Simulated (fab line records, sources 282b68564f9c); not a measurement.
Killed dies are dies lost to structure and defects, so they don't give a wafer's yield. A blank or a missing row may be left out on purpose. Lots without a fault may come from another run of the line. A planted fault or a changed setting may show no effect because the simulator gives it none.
fab line records | flow rit_cmos
record lots=7 wafers=21 last_day=7
route steps=202 shown NWELL@35 PWELL@39 WELLDRIVE@50 NRETRO@53 M1@202
lots that met no fault: from a run of the same line without faults
start_h: hours from the record's first day to the start of the lot's first wafer shown | wait_h: hours since the lot's step before | " the same as in the row above | L1.1+2: a row that stands for several wafers | - no value, or no start given | * or withheld: withheld | < > ~ a bound
route shown NAME@n: a module of which the file shows steps, and the number in the route of the first | usual: mean/standard deviation of fault-free wafers | same: alike in all rows | chamber/n: place in a boat | sites: the reading at each site | _std_site: their standard deviation | _edge_site: outer sites' mean less inner sites' | radius_mm: how far each site lies from the wafer's centre | mask NAME#n: copy n | behind: the tool/chamber that last shaped the wafer | hold: why the lot was held/for how many hours/how that ended | device: the transistor (n, p or np) that didn't switch | end of line: the same wafers' tests at the end of the route | a step without rows: its recipe alone | killed: dies lost to structure and defects at the first sort, not the wafer's yield | map: a wafer's dies, x killed, . not, _ none there
set.NAME: the setting as run; set.NAME@STEP: as run at that earlier step | model.NAME: the simulator's own value behind a step, which no gauge read
lots at some steps of the route; a table a step, a row a wafer
services: from which hour (start_h, from the record's first day; less than 0 if before it) a tool's chamber was out of use, for how many hours, and why
## steps
# step RIT_NWELL_HARDBAKE_07
# recipe resist=NOVOLAK temp_c=140 time_s=120
# step RIT_NWELL_IMPLANT_08
# recipe species=P energy_kev=170 dose_cm2=5e+13 tilt_deg=7
# step RIT_NWELL_STRIP_09
# recipe chemistry=O2 time_s=180 resist=NOVOLAK platen_temp_c=withheld power_w=500 pressure_mtorr=4000 o2_flow_sccm=4000
# usual drypump_motor_current_A=6.0/0.38
# columns lot.wafer tool chamber start_h wait_h drypump_motor_current_A rf_hours_counter_h
L252.1 plasma_asher-02 0 44.19 0.1 6.1 25
L252.3 " 1 " " 6.4 -
L252.4 " 0 " " 6.1 -
L253.1 plasma_asher-04 0 51.82 0.1 6.0 40
L253.5 " 0 " " 6.0 -
L253.6 " 1 " " 5.4 -
L256.1 plasma_asher-02 0 60.76 0.1 6.1 27
L256.3 " 1 " " 6.4 -
L256.5 " 1 " " 6.4 -
L258.1 plasma_asher-04 0 70.74 0.1 6.1 42
L258.4 " 0 " " 6.0 -
L258.6 " 0 " " 6.0 -
L259.3 plasma_asher-04 1 80.75 0.1 5.4 -
L259.4 " 0 " " 6.1 -
L259.5 " 0 " " 6.1 -
L260.3 plasma_asher-02 1 82.23 0.1 6.4 -
L260.4 " 0 " " 6.1 -
L260.5 " 1 " " 6.4 -
L271.2 plasma_asher-04 0 137.99 0.1 6.0 2
L271.3 " 0 " " 6.1 -
L271.5 " 0 " " 6.0 -
# step RIT_NWELL_TW_MEAS_10
# usual NWELL_TW=2146/14
# columns lot.wafer tool chamber start_h wait_h NWELL_TW
L252.1 film_metro-03 - 44.37 0.1 2150
L252.3 " - " " 2145
L252.4 " - " " 2135
L253.1 film_metro-03 - 52.00 0.1 2123
L253.5 " - " " 2124
L253.6 " - " " 2120
L256.1 film_metro-03 - 60.93 0.1 2132
L256.3 " - " " 2130
L256.5 " - " " 2142
L258.1 film_metro-03 - 70.91 0.1 2138
L258.4 " - " " 2139
L258.6 " - " " 2129
L259.3 film_metro-04 - 80.89 0.1 2158
L259.4 " - " " 2156
L259.5 " - " " 2170
L260.3 film_metro-03 - 82.37 0.1 2141
L260.4 " - " " 2142
L260.5 " - " " 2146
L271.2 film_metro-01 - 138.18 0.1 2121
L271.3 " - " " 2146
L271.5 " - " " 2136
# step RIT_PWELL_HMDS_00
# recipe prime_time_s=60 prime_temp_c=140
# step RIT_PWELL_COAT_01
# recipe resist=NOVOLAK spin_rpm=2000 resist_thk_nm=1300
# step RIT_PWELL_SOFTBAKE_02
# recipe resist=NOVOLAK temp_c=90 time_s=60
# step RIT_PWELL_EXPOSE_03
# recipe mask_id=M3 na=0.57 target_cd_nm=43700 dose_mj=250
# step RIT_PWELL_PEB_04
# recipe resist=NOVOLAK temp_c=withheld time_s=withheld
# step RIT_PWELL_DEVELOP_05
# recipe resist=NOVOLAK develop_time_s=68 dev_temp_c=23
# step RIT_PWELL_OVL_MEAS_06
# usual PWELL_OVL=0.6/1.7
# columns lot.wafer tool chamber start_h wait_h PWELL_OVL[nm]
L252.1 overlay-01 - 45.43 - 3.4
L252.3 " - " " 2.7
L252.4 " - " " 2.6
L253.1 overlay-01 - 53.06 - 1.3
L253.5 " - " " 0.9
L253.6 " - " " -0.3
L256.1 overlay-02 - 62.05 - 2.2
L256.3 " - " " 4.4
L256.5 " - " " 3.5
L258.1 overlay-01 - 71.98 - -0.2
L258.4 " - " " 2.2
L258.6 " - " " 1.8
L259.3 overlay-02 - 82.04 - 3.4
L259.4 " - " " 0.9
L259.5 " - " " 2.1
L260.3 overlay-01 - 83.43 - -1.1
L260.4 " - " " -1.3
L260.5 " - " " -1.4
L271.2 overlay-02 - 139.24 - 1.1
L271.3 " - " " -1.2
L271.5 " - " " 1.7
# step RIT_PWELL_HARDBAKE_07
# recipe resist=NOVOLAK temp_c=140 time_s=120
# step RIT_PWELL_IMPLANT_08
# recipe species=B energy_kev=170 dose_cm2=7e+13 tilt_deg=7
# usual dose_ions_cm2=7.001e+13/7.5e+10 faraday_current_uA=222/4.3
# columns lot.wafer tool chamber start_h wait_h dose_ions_cm2 faraday_current_uA
L252.1 implanter-03 0 45.72 0.2 7.008e+13 225
L252.3 " 0 " " 6.995e+13 223
L252.4 " 0 " " 7.001e+13 218
L253.1 implanter-04 0 53.35 0.2 6.989e+13 218
L253.5 " 0 " " 6.997e+13 223
L253.6 " 0 " " 7.013e+13 227
L256.1 implanter-04 0 62.33 0.2 6.998e+13 222
L256.3 " 0 " " 6.996e+13 227
L256.5 " 0 " " 6.985e+13 230
L258.1 implanter-04 0 72.26 0.2 7.555e+13 244
L258.4 " 0 " " 7.56e+13 242
L258.6 " 0 " " 7.545e+13 233
L259.3 implanter-04 0 82.37 0.2 7.551e+13 240
L259.4 " 0 " " 7.554e+13 242
L259.5 " 0 " " 7.554e+13 244
L260.3 implanter-04 0 83.75 0.2 7.55e+13 244
L260.4 " 0 " " 7.551e+13 240
L260.5 " 0 " " 7.543e+13 238
L271.2 implanter-04 0 139.55 0.2 7e+13 227
L271.3 " 0 " " 7.004e+13 224
L271.5 " 0 " " 7.004e+13 215
# step RIT_PWELL_STRIP_09
# recipe chemistry=O2 time_s=180 resist=NOVOLAK platen_temp_c=withheld power_w=500 pressure_mtorr=4000 o2_flow_sccm=4000
# usual drypump_motor_current_A=6.0/0.49
# columns lot.wafer tool chamber start_h wait_h drypump_motor_current_A rf_hours_counter_h
L252.1 plasma_asher-01 0 45.87 0.1 6.6 41
L252.3 " 1 " " 5.1 -
L252.4 " 0 " " 6.6 -
L253.1 plasma_asher-04 1 53.50 0.1 5.4 40
L253.5 " 1 " " 5.4 -
L253.6 " 0 " " 6.1 -
L256.1 plasma_asher-02 1 62.48 0.1 6.4 27
L256.3 " 1 " " 6.4 -
L256.5 " 0 " " 6.1 -
L258.1 plasma_asher-02 0 72.41 0.1 6.1 29
L258.4 " 0 " " 6.1 -
L258.6 " 0 " " 6.1 -
L259.3 plasma_asher-04 0 82.52 0.1 6.0 -
L259.4 " 1 " " 5.4 -
L259.5 " 0 " " 6.0 -
L260.3 plasma_asher-02 0 83.91 0.1 6.1 -
L260.4 " 1 " " 6.4 -
L260.5 " 1 " " 6.4 -
L271.2 plasma_asher-04 0 139.67 0.1 6.1 2
L271.3 " 1 " " 5.4 -
L271.5 " 1 " " 5.5 -
# step RIT_PWELL_TW_MEAS_10
# usual PWELL_TW=954/6.3
# columns lot.wafer tool chamber start_h wait_h PWELL_TW
L252.1 film_metro-04 - 46.04 0.1 962
L252.3 " - " " 957
L252.4 " - " " 955
L253.1 film_metro-03 - 53.67 0.1 944
L253.5 " - " " 947
L253.6 " - " " 939
L256.1 film_metro-04 - 62.66 0.1 964
L256.3 " - " " 962
L256.5 " - " " 963
L258.1 film_metro-04 - 72.59 0.1 991
L258.4 " - " " 991
L258.6 " - " " 986
L259.3 film_metro-01 - 82.66 0.1 975
L259.4 " - " " 974
L259.5 " - " " 974
L260.3 film_metro-01 - 84.05 0.1 969
L260.4 " - " " 969
L260.5 " - " " 972
L271.2 film_metro-01 - 139.86 0.1 949
L271.3 " - " " 956
L271.5 " - " " 947
# step RIT_WELLDRIVE_ANNEAL_00
# recipe temp_c=1100 time_s=14700 ambient=N2
# step RIT_WELLDRIVE_RS_MEAS_01
# recipe thk_meas_gauge=four-point-probe
# usual NWELL_RS=275.6/0.83
# columns lot.wafer tool chamber start_h wait_h NWELL_RS[ohm/sq]
L252.1 film_metro-03 - 52.52 0.0 275.0
L252.3 " - " " 274.9
L252.4 " - " " 275.5
L253.1 film_metro-04 - 58.82 0.0 274.5
L253.5 " - " " 275.5
L253.6 " - " " 275.1
L256.1 film_metro-04 - 68.53 0.0 275.6
L256.3 " - " " 275.8
L256.5 " - " " 275.6
L258.1 film_metro-01 - 77.84 0.0 276.0
L258.4 " - " " 275.0
L258.6 " - " " 276.0
L259.3 film_metro-04 - 89.01 0.0 276.3
L259.4 " - " " 275.6
L259.5 " - " " 276.0
L260.3 film_metro-04 - 90.34 0.0 275.9
L260.4 " - " " 275.7
L260.5 " - " " 275.6
L271.2 film_metro-01 - 145.04 0.0 275.9
L271.3 " - " " 275.9
L271.5 " - " " 275.7
# step RIT_WELLDRIVE_RS_MEAS_02
# recipe thk_meas_gauge=four-point-probe
# usual PWELL_RS=429.4/1.2
# columns lot.wafer tool chamber start_h wait_h PWELL_RS[ohm/sq]
L252.1 film_metro-03 - 52.64 0.1 427.8
L252.3 " - " " 429.9
L252.4 " - " " 431.0
L253.1 film_metro-04 - 58.94 0.1 431.0
L253.5 " - " " 430.2
L253.6 " - " " 430.6
L256.1 film_metro-04 - 68.65 0.1 428.1
L256.3 " - " " 427.0
L256.5 " - " " 429.6
L258.1 film_metro-01 - 77.96 0.1 409.7
L258.4 " - " " 409.7
L258.6 " - " " 410.0
L259.3 film_metro-04 - 89.13 0.1 409.0
L259.4 " - " " 408.5
L259.5 " - " " 408.7
L260.3 film_metro-04 - 90.46 0.1 410.1
L260.4 " - " " 410.8
L260.5 " - " " 409.5
L271.2 film_metro-01 - 145.16 0.1 432.0
L271.3 " - " " 430.3
L271.5 " - " " 430.2
# step RIT_NRETRO_HMDS_00
# recipe prime_time_s=60 prime_temp_c=140
# step RIT_M1_PROBE_99
# usual killed_at_contacts=0.1/0.25 killed_at_front_end=8/3.3 killed_dies=8/3.3 killed_open=3.9/2.1 killed_short=3.8/2.2
# same gross_dies=264 killed_at_M0_to_M3=0 killed_at_M4_up=0 killed_at_back_side=0 killed_at_other=0
# columns lot.wafer tool chamber start_h wait_h killed_at_contacts killed_at_front_end killed_dies killed_open killed_short model.etest.pwell_pinched.rs_ohm_sq model.etest.pwell.rs_ohm_sq model.etest.nmos_0p3.drive_ua_um model.etest.well_edge_left.line_ohm_um model.etest.well_edge_right.line_ohm_um model.etest.field_n.vt_v model.etest.diode_nplus_pwell.bv_v model.etest.nmos_0p3.bv_v
L252.1 prober-02 - 81.68 0.1 0 12 12 7 5 472.5 418 222.5 182.9 183 34.7 6.066 5.554
L252.3 prober-02 - 81.78 0.2 0 7 7 4 3 468.5 414.9 219 180.6 178.8 34.61 6.051 5.582
L252.4 prober-02 - 81.83 0.2 0 10 10 5 5 470 418.9 224.8 182.2 183.7 35.07 6.055 5.541
L253.1 prober-02 - 92.54 0.1 1 3 4 2 2 460.1 416.3 216.5 179.6 182.3 33.12 6.036 5.556
L253.5 prober-02 - 92.74 0.2 0 8 8 4 4 459.4 410.9 213.8 185.8 183.1 33.72 5.978 5.518
L253.6 prober-02 - 92.79 0.2 0 5 5 2 3 463.3 416.8 217.8 183.1 181 34.45 5.976 5.517
L256.1 prober-02 - 98.70 0.1 0 4 4 1 3 453.3 409.6 226.2 180.2 185.1 34.38 5.929 5.482
L256.3 prober-02 - 98.80 0.2 0 15 15 9 6 453.8 412.3 216.6 182.8 181.6 34.53 5.919 5.512
L256.5 prober-02 - 98.90 0.2 0 11 11 4 7 449.2 415.9 220.7 184.7 182.5 35.22 5.941 5.506
L258.1 prober-02 - 107.80 0.1 0 11 11 5 6 428 395.1 203.6 185.5 185.1 35.42 5.798 5.446
L258.4 prober-02 - 107.95 0.2 0 7 7 6 1 437.6 391 208.3 182.9 182.3 35.09 5.792 5.428
L258.6 prober-02 - 108.05 0.2 0 5 5 1 4 430.3 392.6 203.1 185.9 184.3 34.94 5.825 5.466
L259.3 prober-01 - 118.77 0.2 0 8 8 2 6 437 391.9 214.3 184.1 186.7 35.21 5.73 5.391
L259.4 prober-01 - 118.82 0.2 0 9 9 7 2 440.5 396 213.3 185.6 185.8 35.11 5.805 5.431
L259.5 prober-01 - 118.87 0.2 0 5 5 3 2 443.6 392.4 210.8 189.2 185.1 34.19 5.752 5.41
L260.3 prober-02 - 121.59 0.2 0 9 9 5 4 437.5 402.5 229 185.8 185 35.98 5.817 5.377
L260.4 prober-02 - 121.64 0.2 1 14 15 9 6 444 405.1 231.8 185 186.6 36.11 5.808 5.388
L260.5 prober-02 - 121.69 0.2 0 12 12 7 5 438.9 399.1 224.2 187.1 184.3 36.73 5.834 5.43
L271.2 prober-01 - 175.29 0.1 0 6 6 2 4 462.8 417.8 227.6 181.6 181.1 35.42 6.022 5.505
L271.3 prober-01 - 175.34 0.2 1 5 6 5 1 463.7 425.5 224 183.7 183.2 36.71 5.98 5.498
L271.5 prober-01 - 175.44 0.2 0 9 9 6 3 472.2 422.7 224.9 181.5 183.4 36.18 5.97 5.477
# killed by level:class
L252.1 GATE:geometric_particle:open=4 FOX1:geometric_particle:open=2 GATE:geometric_particle:short=2 FOX1:geometric_particle:short=1 FOX2:geometric_particle:short=1 REOX:geometric_particle:open=1 SILICIDE:geometric_particle:short=1
L252.3 SPACER:geometric_particle:open=2 FOX1:geometric_particle:short=1 GATE:geometric_particle:short=1 GATE:geometric_particle:open=1 SPACER:geometric_particle:short=1 SILICIDE:geometric_particle:open=1
L252.4 FOX1:geometric_particle:short=2 GATE:geometric_particle:open=2 REOX:geometric_particle:short=2 FOX2:geometric_particle:short=1 FOX2:geometric_particle:open=1 SPACER:geometric_particle:open=1 SILICIDE:geometric_particle:open=1
L253.1 GATE:geometric_particle:short=2 SPACER:geometric_particle:open=1 CONTACT:geometric_particle:open=1
L253.5 GATE:geometric_particle:open=2 SILICIDE:geometric_particle:open=2 FOX2:geometric_particle:short=1 GATE:geometric_particle:short=1 REOX:geometric_particle:short=1 SPACER:geometric_particle:short=1
L253.6 GATE:geometric_particle:short=2 GATE:geometric_particle:open=1 SPACER:geometric_particle:short=1 SPACER:geometric_particle:open=1
L256.1 FOX2:geometric_particle:open=1 GATE:geometric_particle:short=1 REOX:geometric_particle:short=1 SPACER:geometric_particle:short=1
L256.3 GATE:geometric_particle:open=3 FOX1:geometric_particle:short=2 FOX1:geometric_particle:open=2 GATE:geometric_particle:short=2 SILICIDE:geometric_particle:open=2 FOX2:geometric_particle:short=1 REOX:geometric_particle:open=1 SPACER:geometric_particle:open=1
L256.5 FOX1:geometric_particle:short=3 FOX2:geometric_particle:short=2 FOX1:geometric_particle:open=1 SPACER:geometric_particle:open=1 GATE:geometric_particle:open=1 GATE:geometric_particle:short=1 SILICIDE:geometric_particle:open=1 SILICIDE:geometric_particle:short=1
L258.1 GATE:geometric_particle:short=2 REOX:geometric_particle:open=2 REOX:geometric_particle:short=2 SPACER:geometric_particle:open=2 FOX1:geometric_particle:short=1 FOX2:geometric_particle:open=1 SPACER:geometric_particle:short=1
L258.4 FOX2:geometric_particle:open=2 GATE:geometric_particle:open=2 FOX1:geometric_particle:open=1 REOX:geometric_particle:short=1 SILICIDE:geometric_particle:open=1
L258.6 SILICIDE:geometric_particle:short=2 FOX2:geometric_particle:open=1 FOX2:geometric_particle:short=1 GATE:geometric_particle:short=1
L259.3 GATE:geometric_particle:open=2 GATE:geometric_particle:short=2 SPACER:geometric_particle:short=2 FOX2:geometric_particle:short=1 SILICIDE:geometric_particle:short=1
L259.4 GATE:geometric_particle:open=4 REOX:geometric_particle:open=2 FOX2:geometric_particle:open=1 SPACER:geometric_particle:short=1 SILICIDE:geometric_particle:short=1
L259.5 GATE:geometric_particle:open=2 SILICIDE:geometric_particle:short=2 REOX:geometric_particle:open=1
L260.3 GATE:geometric_particle:short=3 GATE:geometric_particle:open=2 SILICIDE:geometric_particle:open=2 FOX1:geometric_particle:open=1 SILICIDE:geometric_particle:short=1
L260.4 GATE:geometric_particle:short=4 FOX2:geometric_particle:open=2 GATE:geometric_particle:open=2 FOX1:geometric_particle:open=1 FOX2:geometric_particle:short=1 REOX:geometric_particle:open=1 SPACER:geometric_particle:open=1 SPACER:geometric_particle:short=1
L260.5 GATE:geometric_particle:open=5 FOX1:geometric_particle:short=2 GATE:geometric_particle:short=2 FOX2:geometric_particle:open=1 REOX:geometric_particle:short=1 REOX:geometric_particle:open=1
L271.2 FOX1:geometric_particle:open=2 GATE:geometric_particle:short=2 REOX:geometric_particle:short=1 SILICIDE:geometric_particle:short=1
L271.3 GATE:geometric_particle:open=2 ACTIVE:geometric_particle:short=1 FOX1:geometric_particle:open=1 REOX:geometric_particle:open=1 CONTACT:geometric_particle:open=1
L271.5 SILICIDE:geometric_particle:open=4 GATE:geometric_particle:short=2 FOX2:geometric_particle:short=1 GATE:geometric_particle:open=1 REOX:geometric_particle:open=1
## services
# columns tool chamber start_h hours kind
plasma_asher-04 - 20.89 2.8 pm
implanter-03 - 69.36 92.4 pm
plasma_asher-04 - 108.75 9.0 pm
plasma_asher-04 0 108.75 9.0 vent_cycle
plasma_asher-04 1 108.75 9.0 vent_cycle
plasma_asher-01 - 112.34 9.9 pm
plasma_asher-04 0 117.75 - clean
plasma_asher-04 1 117.75 - clean
## key
first_sign step=RIT_PWELL_IMPLANT_08 reading=dose_ions_cm2 direction=up sigmas=73 usual=7.001e+13 struck=7.551e+13
effect step=RIT_PWELL_IMPLANT_08 reading=faraday_current_uA direction=up sigmas=4.3 usual=222 struck=241
effect step=RIT_PWELL_TW_MEAS_10 reading=PWELL_TW direction=up sigmas=3.8 usual=954 struck=978
effect step=RIT_WELLDRIVE_RS_MEAS_02 reading=PWELL_RS direction=down sigmas=16 usual=429.4 struck=409.6
model_effect step=RIT_M1_PROBE_99 value=etest.pwell_pinched.rs_ohm_sq without=459.6 struck=437.5
met_at RIT_PWELL_IMPLANT_08
struck_wafers L258.1,L258.4,L258.6,L259.3,L259.4,L259.5,L260.3,L260.4,L260.5
tester_left_out L258,L259,L260
onset_between 62.33 72.26
fault kind=process_parameter_drift tool=implanter-04 chamber=- onset_h=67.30 steps=RIT_PWELL_IMPLANT_08 channel=dose_cm2 offset=5.4773e+12 shape=step end_h=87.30 acts_in=these_recipes_only stated=7e+13
# tester_left_out: of these lots the tester's yield and bins aren't shown, on N5 and GAA mostly nor the transistor test; their killed dies are dies lost to structure and defects alone, not to doping, threshold or leakage, so they don't give the yield
